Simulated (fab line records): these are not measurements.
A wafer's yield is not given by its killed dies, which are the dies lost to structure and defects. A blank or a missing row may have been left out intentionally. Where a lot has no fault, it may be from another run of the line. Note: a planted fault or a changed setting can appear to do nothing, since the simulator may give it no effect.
fab line records | flow ritCmos
record lots=5 | wafers=15 | lastDay=6
route steps=202 shown GATE@77 FOX2@80 M1@202
lots untouched by any fault: they come from a run of this same line in which no faults occurred
startH: start of the lot's first displayed wafer, in hours after the record's first day | waitH: hours from the lot's prior step to this one | " unchanged from the row above | L1.1+2: one row covering several wafers at once | - no value, or no start was given | * or withheld: withheld | < > ~ a bound
route shown NAME@n: names a module that has steps shown in the file, with the first one's number in the route | usual: mean and standard deviation over wafers with no fault | same: alike in all rows | chamber/n: place in a boat | sites: readings site by site | _std_site: the standard deviation of these | _edge_site: the outer-site mean with the inner-site mean subtracted | radiusMm: how far each site lies from the wafer's centre | mask NAME#n: copy n | behind: tool/chamber where the wafer was last shaped | hold: why the lot was held/for how many hours/how that ended | device: the transistor (n, p or np) that didn't switch | end of line: the tests these same wafers got at the end of their route | for a step that has no rows: nothing shown but its recipe | killed: dies lost to structure and defects at the first sort, not the wafer's yield | map: shows each die of a wafer: x if killed, . if not, _ if none is there
set.NAME: the setting that was run; set.NAME@STEP: the one run at that earlier step | model.NAME: the simulator's own value behind a step, which no gauge read
lots at selected steps of the route; one table per step, one row per wafer
services: the hour from which a tool's chamber was out of use, counted from the record's first day as startH (under 0 if before that day), plus the number of hours and why
## steps
# step RIT_GATE_CLEAN_02
# recipe chemistry=dHF | dilution=50:1 | timeS=30
# step RIT_GATE_CLEAN_03
# recipe chemistry=SC2 | mix=3:3:50 | timeS=600 | tempC=75 | dry=n2Spin
# step RIT_GATE_CLEAN_04
# recipe chemistry=dHF | dilution=50:1 | timeS=60 | dry=n2Spin
# step RIT_FOX2_THK_MEAS_91
# recipe reads=SiO2_of_FOX2_OXIDATION_00
# usual FIELD_OXIDE_LEFT_2_THK=256/7.9
lot.wafer | tool         | chamber | startH | waitH | FIELD_OXIDE_LEFT_2_THK[nm]
L172.2    | filmMetro-02 | -       | 70.77  | 0.0   | 267
L172.5    | "            | -       | "      | "     | 266
L172.6    | "            | -       | "      | "     | 270
L173.1    | filmMetro-01 | -       | 75.57  | 0.0   | 263
L173.2    | "            | -       | "      | "     | 252
L173.3    | "            | -       | "      | "     | 252
L177.1    | filmMetro-03 | -       | 96.15  | 0.0   | 257
L177.2    | "            | -       | "      | "     | 269
L177.4    | "            | -       | "      | "     | 264
L180.3    | filmMetro-01 | -       | 110.05 | 0.0   | 246
L180.5    | "            | -       | "      | "     | 254
L180.6    | "            | -       | "      | "     | 242
L181.4    | filmMetro-02 | -       | 115.04 | 0.0   | 249
L181.5    | "            | -       | "      | "     | 244
L181.6    | "            | -       | "      | "     | 253
# step RIT_GATE_OXIDATION_05
# recipe tempC=900 | ambient=O2 | targetThkA=30 | oxTimeS=270
# step RIT_GATE_ANNEAL_06
# recipe tempC=900 | timeS=600 | ambient=N2O
# step RIT_GATE_THK_MEAS_07
# recipe reads=SiO2_of_GATE_OXIDATION_05
# usual GATE_OXIDE_THK=3.02/0.063
lot.wafer | tool         | chamber | startH | waitH | GATE_OXIDE_THK[nm]
L172.2    | filmMetro-03 | -       | 74.70  | 0.0   | 3.03
L172.5    | "            | -       | "      | "     | 3.04
L172.6    | "            | -       | "      | "     | 3.00
L173.1    | filmMetro-02 | -       | 82.58  | 0.0   | 3.13
L173.2    | "            | -       | "      | "     | 3.15
L173.3    | "            | -       | "      | "     | 3.02
L177.1    | filmMetro-02 | -       | 99.08  | 0.0   | 3.02
L177.2    | "            | -       | "      | "     | 3.05
L177.4    | "            | -       | "      | "     | 3.03
L180.3    | filmMetro-02 | -       | 112.90 | 0.0   | 3.08
L180.5    | "            | -       | "      | "     | 3.10
L180.6    | "            | -       | "      | "     | 3.04
L181.4    | filmMetro-01 | -       | 116.42 | 0.0   | 3.08
L181.5    | "            | -       | "      | "     | 3.08
L181.6    | "            | -       | "      | "     | 3.06
# step RIT_GATE_CVD_08
# recipe material=poly-Si | targetThkNm=250 | tempC=610 | precursor=SiH4 | timeS=2220 | pressureMtorr=300 | sih4FlowSccm=100
# step RIT_GATE_THK_MEAS_09
# recipe reads=poly-Si_of_GATE_CVD_08
# usual GATE_POLY_THK=250.8/2.6
lot.wafer | tool         | chamber | startH | waitH | GATE_POLY_THK[nm]
L172.2    | filmMetro-02 | -       | 76.38  | 0.0   | 249.6
L172.5    | "            | -       | "      | "     | 251.1
L172.6    | "            | -       | "      | "     | 250.4
L173.1    | filmMetro-03 | -       | 84.26  | 0.0   | 254.0
L173.2    | "            | -       | "      | "     | 253.5
L173.3    | "            | -       | "      | "     | 254.8
L177.1    | filmMetro-01 | -       | 101.66 | 0.0   | 253.0
L177.2    | "            | -       | "      | "     | 251.6
L177.4    | "            | -       | "      | "     | 251.8
L180.3    | filmMetro-02 | -       | 114.57 | 0.0   | 254.1
L180.5    | "            | -       | "      | "     | 254.0
L180.6    | "            | -       | "      | "     | 254.7
L181.4    | filmMetro-03 | -       | 118.10 | 0.0   | 252.9
L181.5    | "            | -       | "      | "     | 253.8
L181.6    | "            | -       | "      | "     | 250.5
# step RIT_GATE_HMDS_10
# recipe primeTimeS=60 | primeTempC=140
# step RIT_GATE_COAT_11
# recipe resist=NOVOLAK | spinRpm=4250 | resistThkNm=850
# step RIT_GATE_SOFTBAKE_12
# recipe resist=NOVOLAK | tempC=90 | timeS=60
# step RIT_GATE_EXPOSE_13
# recipe maskId=M6 | na=0.6 | sourceShape=conventional | sigmaOuter=0.6 | targetCdNm=150 | doseMj=380
lot.wafer  | tool            | chamber | startH | waitH | mask
L172.2+5+6 | ilineStepper-02 | 0       | 76.90  | 0.1   | M6#0
L173.1+2+3 | ilineStepper-01 | 0       | 84.90  | 0.2   | M6#0
L177.1+2+4 | ilineStepper-02 | 0       | 102.30 | 0.2   | M6#0
L180.3+5+6 | ilineStepper-01 | 0       | 115.23 | 0.2   | M6_R1#0
L181.4+5+6 | ilineStepper-02 | 0       | 118.76 | 0.2   | M6#0
# step RIT_GATE_PEB_14
# recipe resist=NOVOLAK | tempC=withheld | timeS=withheld
# step RIT_GATE_DEVELOP_15
# recipe resist=NOVOLAK | developTimeS=50 | devTempC=23
# step RIT_GATE_CD_MEAS_16
# recipe targetCdNm=150
# usual cdNm=150.1/2.9
lot.wafer | tool     | chamber | startH | waitH | cdNm
L172.2    | cdSem-02 | -       | 77.30  | -     | 150.9
L172.5    | "        | -       | "      | "     | 151.4
L172.6    | "        | -       | "      | "     | 150.7
L173.1    | cdSem-02 | -       | 85.30  | -     | 151.2
L173.2    | "        | -       | "      | "     | 153.2
L173.3    | "        | -       | "      | "     | 150.9
L177.1    | cdSem-02 | -       | 102.75 | -     | 147.5
L177.2    | "        | -       | "      | "     | 145.7
L177.4    | "        | -       | "      | "     | 145.6
L180.3    | cdSem-01 | -       | 115.79 | -     | 193.1
L180.5    | "        | -       | "      | "     | 193.6
L180.6    | "        | -       | "      | "     | 195.2
L181.4    | cdSem-02 | -       | 119.16 | -     | 148.8
L181.5    | "        | -       | "      | "     | 149.1
L181.6    | "        | -       | "      | "     | 149.9
# step RIT_GATE_OVL_MEAS_17
# usual GATE_OVL=0.5/1.3
lot.wafer | tool       | chamber | startH | waitH | GATE_OVL[nm]
L172.2    | overlay-01 | -       | 77.40  | 0.1   | -0.3
L172.5    | "          | -       | "      | "     | -0.6
L172.6    | "          | -       | "      | "     | 1.0
L173.1    | overlay-02 | -       | 85.42  | 0.1   | 0.9
L173.2    | "          | -       | "      | "     | -0.1
L173.3    | "          | -       | "      | "     | 0.6
L177.1    | overlay-01 | -       | 102.87 | 0.1   | -1.9
L177.2    | "          | -       | "      | "     | -1.6
L177.4    | "          | -       | "      | "     | -0.6
L180.3    | overlay-02 | -       | 115.88 | 0.1   | 0.3
L180.5    | "          | -       | "      | "     | 2.2
L180.6    | "          | -       | "      | "     | 1.4
L181.4    | overlay-02 | -       | 119.24 | 0.1   | 3.1
L181.5    | "          | -       | "      | "     | 1.5
L181.6    | "          | -       | "      | "     | 1.5
# step RIT_GATE_HARDBAKE_18
# recipe resist=NOVOLAK | tempC=140 | timeS=60
# step RIT_GATE_ETCH_19
# recipe chemistry=SF6/CHF3/O2 | timeS=165 | SF6_flow_sccm=30 | CHF3_flow_sccm=30 | O2_flow_sccm=5 | target=poly-Si | pressureMtorr=40 | rfW=160 | targetDepthA=3125 | overEtchFrac=0.25 | stopOn=SiO2
# usual O2_flow_sccm=4.999/0.013 | SF6_flow_sccm=30.01/0.083 | drypumpMotorCurrentA=5.43/0.21 | oesProductAu=0.851/0.014 | throttleValvePct=10.33/0.17
lot.wafer | tool     | chamber | startH | waitH | O2_flow_sccm | SF6_flow_sccm | drypumpMotorCurrentA | oesProductAu | rfHoursCounterH | throttleValvePct | model.GATE.cdNm
L172.2    | rieSi-01 | 3       | 77.87  | 0.1   | 5.014        | 30.01         | 5.56                 | 0.828        | 1               | 10.43            | 151
L172.5    | "        | 0       | "      | "     | 4.988        | 30.10         | 5.20                 | 0.852        | -               | 10.34            | 151.1
L172.6    | "        | 3       | "      | "     | 5.021        | 29.87         | 5.55                 | 0.829        | -               | 10.45            | 150.6
L173.1    | rieSi-02 | 3       | 85.60  | 0.1   | 5.036        | 29.89         | 5.17                 | 0.881        | 86              | 10.51            | 151
L173.2    | "        | 0       | "      | "     | 5.019        | 30.02         | 5.65                 | 0.855        | 1               | 10.37            | 153.3
L173.3    | "        | 2       | "      | "     | 4.996        | 29.96         | 5.60                 | 0.870        | 64              | 10.10            | 151.4
L177.1    | rieSi-02 | 1       | 103.05 | 0.1   | 4.979        | 30.06         | 5.69                 | 0.860        | 0               | 10.34            | 147.7
L177.2    | "        | 3       | "      | "     | 5.008        | 30.11         | 5.17                 | 0.864        | 86              | 10.52            | 145.8
L177.4    | "        | 0       | "      | "     | 4.984        | 30.04         | 5.66                 | 0.854        | 1               | 10.36            | 145.6
L180.3    | rieSi-01 | 2       | 116.05 | 0.1   | 5.013        | 29.94         | 5.18                 | 0.861        | 95              | 9.96             | 193
L180.5    | "        | 2       | "      | "     | 5.015        | 30.00         | 5.18                 | 0.857        | -               | 9.97             | 192.9
L180.6    | "        | 3       | "      | "     | 5.007        | 29.99         | 5.54                 | 0.853        | -               | 10.43            | 195.5
L181.4    | rieSi-02 | 0       | 119.41 | 0.1   | 5.025        | 29.94         | 5.65                 | 0.854        | 1               | 10.37            | 148.6
L181.5    | "        | 3       | "      | "     | 4.984        | 29.98         | 5.15                 | 0.875        | -               | 10.52            | 149.2
L181.6    | "        | 2       | "      | "     | 5.008        | 29.91         | 5.59                 | 0.868        | -               | 10.11            | 149.9
# step RIT_GATE_STRIP_20
# recipe chemistry=O2 | timeS=180 | resist=NOVOLAK | platenTempC=withheld | powerW=500 | pressureMtorr=4000 | o2FlowSccm=4000
# usual drypumpMotorCurrentA=5.6/0.53 | rfReflPowerW=7.1/1.3
lot.wafer | tool           | chamber | startH | waitH | drypumpMotorCurrentA | rfHoursCounterH | rfReflPowerW
L172.2    | plasmaAsher-02 | 1       | 77.98  | 0.1   | 5.2                  | 45              | 9.0
L172.5    | "              | 0       | "      | "     | 6.5                  | -               | 8.6
L172.6    | "              | 1       | "      | "     | 5.2                  | -               | 9.1
L173.1    | plasmaAsher-04 | 0       | 85.71  | 0.1   | 5.8                  | 46              | 6.2
L173.2    | "              | 1       | "      | "     | 5.1                  | 46              | 6.3
L173.3    | "              | 0       | "      | "     | 5.7                  | -               | 6.4
L177.1    | plasmaAsher-03 | 0       | 103.16 | 0.1   | 6.0                  | 46              | 7.3
L177.2    | "              | 1       | "      | "     | 5.2                  | 46              | 5.2
L177.4    | "              | 0       | "      | "     | 6.0                  | -               | 7.2
L180.3    | plasmaAsher-03 | 1       | 116.22 | 0.1   | 5.2                  | -               | 5.4
L180.5    | "              | 0       | "      | "     | 6.0                  | -               | 7.3
L180.6    | "              | 1       | "      | "     | 5.2                  | -               | 5.2
L181.4    | plasmaAsher-03 | 0       | 119.58 | 0.1   | 6.0                  | -               | 7.5
L181.5    | "              | 0       | "      | "     | 6.0                  | -               | 7.6
L181.6    | "              | 1       | "      | "     | 5.2                  | -               | 5.2
# step RIT_M1_PROBE_99
# usual killedAtContacts=0.1/0.23 | killedAtFrontEnd=7/3 | killedDies=7/3 | killedOnRim=1.8/1.5 | killedOpen=3.3/1.8 | killedShort=3.3/2.2
# same grossDies=264 | killed_at_M0_to_M3=0 | killed_at_M4_up=0 | killedAtBackSide=0 | killedAtOther=0
lot.wafer | tool      | chamber | startH | waitH | killedAtContacts | killedAtFrontEnd | killedDies | killedOnRim | killedOpen | killedShort
L172.2    | prober-02 | -       | 100.82 | 0.1   | 0                | 4                | 4          | 0           | 2          | 2
L172.5    | prober-02 | -       | 100.97 | 0.2   | 0                | 4                | 4          | 0           | 3          | 1
L172.6    | prober-02 | -       | 101.02 | 0.2   | 0                | 3                | 3          | 0           | 2          | 1
L173.1    | prober-02 | -       | 105.89 | 0.1   | 0                | 6                | 6          | 1           | 2          | 4
L173.2    | prober-02 | -       | 105.94 | 0.1   | 0                | 6                | 6          | 1           | 4          | 2
L173.3    | prober-02 | -       | 105.99 | 0.2   | 0                | 7                | 7          | 1           | 2          | 5
L177.1    | prober-02 | -       | 122.92 | 0.1   | 0                | 9                | 9          | 5           | 8          | 1
L177.2    | prober-02 | -       | 122.97 | 0.1   | 0                | 5                | 5          | 1           | 4          | 1
L177.4    | prober-02 | -       | 123.07 | 0.2   | 0                | 11               | 11         | 3           | 2          | 9
L180.3    | prober-01 | -       | 140.58 | 0.2   | 0                | 264              | 264        | 70          | 2          | 1
L180.5    | prober-01 | -       | 140.68 | 0.2   | 0                | 264              | 264        | 70          | 4          | 0
L180.6    | prober-01 | -       | 140.73 | 0.2   | 0                | 264              | 264        | 70          | 2          | 1
# killed by level:class
L172.2 GATE:geometricParticle:open=2 GATE:geometricParticle:short=2
L172.5 GATE:geometricParticle:open=2 FOX1:geometricParticle:open=1 GATE:geometricParticle:short=1
L172.6 FOX1:geometricParticle:open=1 SPACER:geometricParticle:open=1 SILICIDE:geometricParticle:short=1
L173.1 GATE:geometricParticle:short=2 GATE:geometricParticle:open=2 REOX:geometricParticle:short=1 SILICIDE:geometricParticle:short=1
L173.2 GATE:geometricParticle:short=2 FOX1:geometricParticle:open=1 FOX2:geometricParticle:open=1 GATE:geometricParticle:open=1 SPACER:geometricParticle:open=1
L173.3 GATE:geometricParticle:short=4 GATE:geometricParticle:open=2 FOX2:geometricParticle:short=1
L177.1 GATE:geometricParticle:open=5 FOX1:geometricParticle:open=2 FOX2:geometricParticle:open=1 REOX:geometricParticle:short=1
L177.2 SPACER:geometricParticle:open=2 FOX2:geometricParticle:open=1 GATE:geometricParticle:short=1 REOX:geometricParticle:open=1
L177.4 FOX1:geometricParticle:short=4 FOX2:geometricParticle:short=2 FOX1:geometricParticle:open=1 GATE:geometricParticle:short=1 GATE:geometricParticle:open=1 SPACER:geometricParticle:short=1 SILICIDE:geometricParticle:short=1
L180.3 GATE:areaExpose=261 GATE:geometricParticle:open=1 REOX:geometricParticle:open=1 SPACER:geometricParticle:short=1
L180.5 GATE:areaExpose=260 REOX:geometricParticle:open=3 FOX2:geometricParticle:open=1
L180.6 GATE:areaExpose=261 GATE:geometricParticle:open=2 REOX:geometricParticle:short=1
# map L180.3 (x killed, . not)
________xxxxxxx_______
_____xxxxxxxxxxxxx____
____xxxxxxxxxxxxxxx___
___xxxxxxxxxxxxxxxxx__
__xxxxxxxxxxxxxxxxxxx_
__xxxxxxxxxxxxxxxxxxx_
_xxxxxxxxxxxxxxxxxxxxx
_xxxxxxxxxxxxxxxxxxxxx
_xxxxxxxxxxxxxxxxxxxxx
_xxxxxxxxxxxxxxxxxxxxx
__xxxxxxxxxxxxxxxxxxx_
__xxxxxxxxxxxxxxxxxxx_
___xxxxxxxxxxxxxxxxx__
____xxxxxxxxxxxxxxx___
_____xxxxxxxxxxxxx____
________xxxxxxx_______
# map L173.3 (x killed, . not)
________......._______
_____.............____
____...............___
___.................__
__..................._
__..................._
_.............x.......
_.....................
_.x...................
_.....................
__.x................._
__...x..............._
___.....x...........__
____....x..........___
_____.........x...____
________......._______
## services
tool            | chamber | startH | hours | kind
rieSi-01        | 1       | 57.88  | -     | clean
rieSi-01        | 1       | 57.88  | 21.3  | scheduledDown
rieSi-01        | 1       | 57.88  | 21.3  | ventCycle
rieSi-02        | 1       | 74.53  | -     | clean
rieSi-02        | 1       | 74.53  | 19.0  | scheduledDown
rieSi-02        | 1       | 74.53  | 19.0  | ventCycle
rieSi-02        | 3       | 86.12  | 2.4   | repair
ilineStepper-01 | -       | 102.15 | 2.1   | pm
ilineStepper-01 | -       | 104.23 | -     | consumableReplace:lamp
plasmaAsher-04  | -       | 108.75 | 9.0   | pm
plasmaAsher-04  | 0       | 108.75 | 9.0   | ventCycle
plasmaAsher-04  | 1       | 108.75 | 9.0   | ventCycle
rieSi-01        | 1       | 112.03 | 5.1   | repair
plasmaAsher-04  | 0       | 117.75 | -     | clean
plasmaAsher-04  | 1       | 117.75 | -     | clean
ilineStepper-02 | -       | 119.40 | 4.4   | pm
## key
firstSign step=RIT_GATE_EXPOSE_13 | reading=mask | direction=changed
effect step=RIT_GATE_CD_MEAS_16 | reading=cdNm | direction=up | sigmas=15 | usual=150.1 | struck=194.0
effect step=RIT_M1_PROBE_99 | reading=killedDies | direction=up | sigmas=86 | usual=7 | struck=264
modelEffect step=RIT_GATE_ETCH_19 | value=GATE.cdNm | without=148.8 | struck=193.8
moreKillsBornAt RIT_GATE_EXPOSE_13@ilineStepper-01=782
metAt RIT_GATE_EXPOSE_13
struckWafers L180.3,L180.5,L180.6
laterRowsLeftOut L180.3,L180.5,L180.6
testerLeftOut L180
onsetBetween 84.90 115.23
fault kind=wrongMask | tool=any | chamber=- | onsetH=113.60 | steps=RIT_GATE_EXPOSE_13 | auxCopy=M6_R1#0 | cdOffsetNm=45 | scope=struckLotsOnly
# testerLeftOut: of these lots the tester's yield and bins aren't shown, on N5 and GAA mostly nor the transistor test; their killed dies are dies lost to structure and defects alone, not to doping, threshold or leakage, so they don't give the yield
# laterRowsLeftOut: the simulator's readings of these wafers behind a module that went badly wrong aren't trusted and aren't shown, but for the sort
